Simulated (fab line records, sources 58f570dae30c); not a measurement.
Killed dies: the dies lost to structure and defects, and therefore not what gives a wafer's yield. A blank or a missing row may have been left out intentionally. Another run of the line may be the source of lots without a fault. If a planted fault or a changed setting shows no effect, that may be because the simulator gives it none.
What tool caused it? | flow berkeley_cmos170 | Sampling: 15 lots, 45 wafers, 6 of 331 route steps

== WHAT EACH GAUGE READ, for each wafer ==
UCB170_NWELL_THK_MEAS_05.
lot  | measured    | on            | NWELL_NITRIDE_THK (nm)
L394 | day 2 15:16 | film_metro-02 | 224.9 225.6 225.6
L395 | day 2 15:15 | film_metro-03 | 224.2 225.0 224.9
L397 | day 3 05:21 | film_metro-03 | 228.1 228.5 227.5
L398 | day 3 05:21 | film_metro-02 | 223.7 223.8 223.7
L399 | day 3 11:39 | film_metro-04 | 223.0 221.7 221.1
L400 | day 3 11:38 | film_metro-03 | 217.2 217.7 217.6
L401 | day 4 02:52 | film_metro-04 | 221.8 220.5 221.7
L402 | day 4 08:22 | film_metro-03 | 223.3 222.3 222.3
L405 | day 4 17:40 | film_metro-04 | 222.0 220.8 224.3
L407 | day 5 06:23 | film_metro-04 | 221.2 221.2 220.9
L408 | day 5 10:53 | film_metro-04 | 220.8 220.9 220.7
L409 | day 5 10:53 | film_metro-03 | 223.7 222.6 222.7
L413 | day 6 10:29 | film_metro-04 | 202.7 201.9 204.1
L414 | day 6 15:33 | film_metro-02 | 203.4 204.0 201.6
L415 | day 6 19:49 | film_metro-04 | 202.3 202.9 203.6

UCB170_PWELL_THK_MEAS_03.
lot  | measured    | on            | PWELL_OXIDE_THK (nm)
L394 | day 3 00:24 | film_metro-01 | 26.0 26.3 26.4
L395 | day 3 00:23 | film_metro-04 | 25.9 26.2 26.5
L397 | day 3 16:07 | film_metro-03 | 26.4 26.5 26.5
L398 | day 3 16:07 | film_metro-04 | 26.1 26.0 26.1
L399 | day 3 23:14 | film_metro-04 | 26.9 26.8 26.6
L400 | day 3 23:13 | film_metro-01 | 26.6 26.9 27.2
L401 | day 4 15:47 | film_metro-04 | 26.0 26.0 26.1
L402 | day 4 21:21 | film_metro-03 | 26.5 26.7 26.3
L405 | day 5 03:13 | film_metro-03 | 26.2 26.4 26.6
L407 | day 5 20:39 | film_metro-04 | 25.9 26.2 26.4
L408 | day 5 20:39 | film_metro-03 | 26.6 26.4 26.3
L409 | day 5 20:39 | film_metro-01 | 25.9 26.6 26.1
L413 | day 6 21:13 | film_metro-04 | 25.5 25.5 25.4
L414 | day 7 02:44 | film_metro-04 | 27.1 27.1 27.1
L415 | day 7 06:10 | film_metro-04 | 26.4 26.2 26.7

UCB170_WELLDRIVE_THK_MEAS_02.
lot  | measured    | on            | WELLDRIVE_OXIDE_THK (nm)
L394 | day 3 20:52 | film_metro-04 | 196 197 193
L395 | day 3 20:51 | film_metro-01 | 195 195 195
L397 | day 4 10:04 | film_metro-01 | 205 204 204
L398 | day 4 10:04 | film_metro-02 | 204 198 201
L399 | day 4 19:18 | film_metro-04 | 198 196 195
L400 | day 4 19:17 | film_metro-02 | 197 196 191
L401 | day 5 11:37 | film_metro-04 | 197 196 196
L402 | day 5 20:53 | film_metro-04 | 201 200 200
L405 | day 5 20:53 | film_metro-02 | 193 197 200
L407 | day 6 15:16 | film_metro-02 | 196 200 198
L408 | day 6 15:16 | film_metro-01 | 198 202 202
L409 | day 6 21:22 | film_metro-04 | 200 199 201
L413 | day 7 16:20 | film_metro-02 | 197 203 203
L414 | day 7 23:35 | film_metro-04 | 196 202 200
L415 | day 7 23:35 | film_metro-02 | 204 201 203

== WHICH TOOL RAN EACH LOT (tool, then ch and the chambers of the sampled wafers, then the start) ==
lot  | UCB170_ZERO_ETCH_06               | UCB170_NWELL_CVD_04        | UCB170_NWELL_ETCH_13
L394 | rie_diel-03 ch 0,2,3, day 2 01:40 | lpcvd-01 ch 1, day 2 13:19 | rie_diel-01 ch 0,1, day 2 16:26
L395 | rie_diel-04 ch 0,2,3, day 2 07:37 | lpcvd-01 ch 1, day 2 13:19 | rie_diel-01 ch 1,2,3, day 2 16:19
L397 | rie_diel-04 ch 0,2,3, day 2 17:40 | lpcvd-01 ch 0, day 3 03:25 | rie_diel-01 ch 0,1,3, day 3 06:17
L398 | rie_diel-03 ch 1,2,3, day 2 20:31 | lpcvd-01 ch 0, day 3 03:25 | rie_diel-03 ch 1,2, day 3 06:34
L399 | rie_diel-04 ch 0,1,3, day 3 02:15 | lpcvd-02 ch 1, day 3 09:42 | rie_diel-03 ch 0,2,3, day 3 13:20
L400 | rie_diel-03 ch 0,1,3, day 3 04:35 | lpcvd-02 ch 1, day 3 09:42 | rie_diel-02 ch 0,1,3, day 3 13:28
L401 | rie_diel-04 ch 1,2,3, day 3 14:48 | lpcvd-02 ch 0, day 4 00:55 | rie_diel-02 ch 1,3, day 4 03:58
L402 | rie_diel-04 ch 0,2,3, day 3 18:37 | lpcvd-02 ch 0, day 4 06:25 | rie_diel-02 ch 1,2,3, day 4 09:53
L405 | rie_diel-04 ch 0,2,3, day 4 06:45 | lpcvd-02 ch 0, day 4 15:43 | rie_diel-03 ch 0,1, day 4 18:58
L407 | rie_diel-04 ch 0,1,2, day 4 20:06 | lpcvd-01 ch 1, day 5 04:27 | rie_diel-01 ch 1,2,3, day 5 08:20
L408 | rie_diel-03 ch 0,1,3, day 5 01:36 | lpcvd-02 ch 1, day 5 08:57 | rie_diel-01 ch 1,2,3, day 5 11:58
L409 | rie_diel-03 ch 1,2, day 5 01:51   | lpcvd-02 ch 1, day 5 08:57 | rie_diel-02 ch 0,1,3, day 5 12:04
L413 | rie_diel-03 ch 0,1,2, day 5 23:13 | lpcvd-01 ch 1, day 6 07:34 | rie_diel-03 ch 2,3, day 6 12:07
L414 | rie_diel-03 ch 0,1,2, day 6 04:48 | lpcvd-01 ch 1, day 6 13:37 | rie_diel-02 ch 2,3, day 6 17:05
L415 | rie_diel-04 ch 0,1, day 6 09:52   | lpcvd-01 ch 1, day 6 17:52 | rie_diel-03 ch 1,2, day 6 21:07
- UCB170_ZERO_ETCH_06: etches SiO2 in CHF3/CF4/Ar, time 12 s.
- UCB170_NWELL_CVD_04: deposits Si3N4 from SiH2Cl2/NH3, target thk 224 nm, time 3360 s.
- UCB170_NWELL_ETCH_13: etches Si3N4 in CH3F/Ar/O2, stops on SiO2, target depth 246.4 nm, time 154 s.

== AS READ BY THE TOOLS THEMSELVES (means over the sampled wafers that have a number; for cases with no such wafer, the mark the record gives instead) ==
UCB170_ZERO_ETCH_06.
lot  | tool        | chamber_pressure_mTorr (mTorr) | drypump_motor_current_A (A) | oes_product_au (a.u.) | throttle_valve_pct (%)
L394 | rie_diel-03 | 100.01                         | 5.6                         | 0.630                 | 9.29
L395 | rie_diel-04 | 100.02                         | 5.5                         | 0.620                 | 9.21
L397 | rie_diel-04 | 100.07                         | 5.5                         | 0.622                 | 9.20
L398 | rie_diel-03 | 99.99                          | 5.7                         | 0.625                 | 9.34
L399 | rie_diel-04 | 100.02                         | 5.9                         | 0.622                 | 9.28
L400 | rie_diel-03 | 100.00                         | 5.8                         | 0.624                 | 9.28
L401 | rie_diel-04 | 99.99                          | 5.6                         | 0.620                 | 9.30
L402 | rie_diel-04 | 99.97                          | 5.5                         | 0.619                 | 9.21
L405 | rie_diel-04 | 100.00                         | 5.5                         | 0.618                 | 9.20
L407 | rie_diel-04 | 99.93                          | 5.6                         | 0.621                 | 9.31
L408 | rie_diel-03 | 99.97                          | 5.8                         | 0.618                 | 9.29
L409 | rie_diel-03 | 100.04                         | 6.3                         | 0.623                 | 9.28
L413 | rie_diel-03 | 100.00                         | 6.1                         | 0.622                 | 9.21
L414 | rie_diel-03 | 100.05                         | 6.1                         | 0.625                 | 9.23
L415 | rie_diel-04 | 100.04                         | 5.8                         | 0.619                 | 9.28

UCB170_NWELL_ETCH_13.
lot  | tool        | chamber_pressure_mTorr (mTorr) | drypump_motor_current_A (A) | oes_product_au (a.u.) | throttle_valve_pct (%)
L394 | rie_diel-01 | 49.97                          | 5.3                         | 0.938                 | 8.17
L395 | rie_diel-01 | 49.95                          | 5.3                         | 0.938                 | 8.17
L397 | rie_diel-01 | 50.06                          | 5.3                         | 0.944                 | 8.12
L398 | rie_diel-03 | 49.97                          | 6.1                         | 0.958                 | 8.11
L399 | rie_diel-03 | 49.98                          | 5.5                         | 0.950                 | 8.11
L400 | rie_diel-02 | 50.01                          | 5.7                         | 0.922                 | 8.09
L401 | rie_diel-02 | 50.02                          | 5.7                         | 0.923                 | 8.12
L402 | rie_diel-02 | 50.00                          | 5.7                         | 0.927                 | 8.09
L405 | rie_diel-03 | 50.03                          | 6.4                         | 0.931                 | 8.02
L407 | rie_diel-01 | 49.98                          | 5.3                         | 0.931                 | 8.17
L408 | rie_diel-01 | 50.00                          | 5.3                         | 0.928                 | 8.17
L409 | rie_diel-02 | 49.99                          | 5.6                         | 0.933                 | 8.10
L413 | rie_diel-03 | 50.00                          | 5.1                         | 0.899                 | 8.21
L414 | rie_diel-02 | 49.98                          | 5.2                         | 0.874                 | 8.11
L415 | rie_diel-03 | 50.02                          | 6.3                         | 0.890                 | 8.08

== THE ANSWER, worked out from the rows above alone ==
Rule: what is usual is taken from the lots themselves. The widest of any qualifying gaps counts: lots, ordered by their means at a reading, are off when they make up no more than a third of the lots, leave a main group of 4 or more, and stand apart from it by 3 or more times the standard deviation of that group's means. A main group whose means are all the same, to the digits that the tables above print for the reading, isn't used. Also off: a lot with no number at a reading for which 4 or more lots have one. The other lots that the step has rows for count as sound. First the gauges in route order, then the tools' own readings, where a lot's mean is used as printed above. The first step at which some lot is off is used, and at that step the reading that is off furthest; a lot without a number counts as furthest.
Off: L413, L414, L415, seen at UCB170_NWELL_THK_MEAS_05 (NWELL_NITRIDE_THK). Main group: mean 222.7 nm, sd 2.5.
If a tool, at a process step before that reading, ran all the lots that are off and no sound lot after the first of them, it fits. Gauges at UCB170_NWELL_THK_MEAS_05: tried the same way as those tools. One fits: lpcvd-01 at UCB170_NWELL_CVD_04. Its last sound lot is L407 (day 5 04:27), its first lot that is off L413 (day 6 07:34): a fault that began between those two fits.

== WHAT THE SIMULATOR HAD INSERTED ==
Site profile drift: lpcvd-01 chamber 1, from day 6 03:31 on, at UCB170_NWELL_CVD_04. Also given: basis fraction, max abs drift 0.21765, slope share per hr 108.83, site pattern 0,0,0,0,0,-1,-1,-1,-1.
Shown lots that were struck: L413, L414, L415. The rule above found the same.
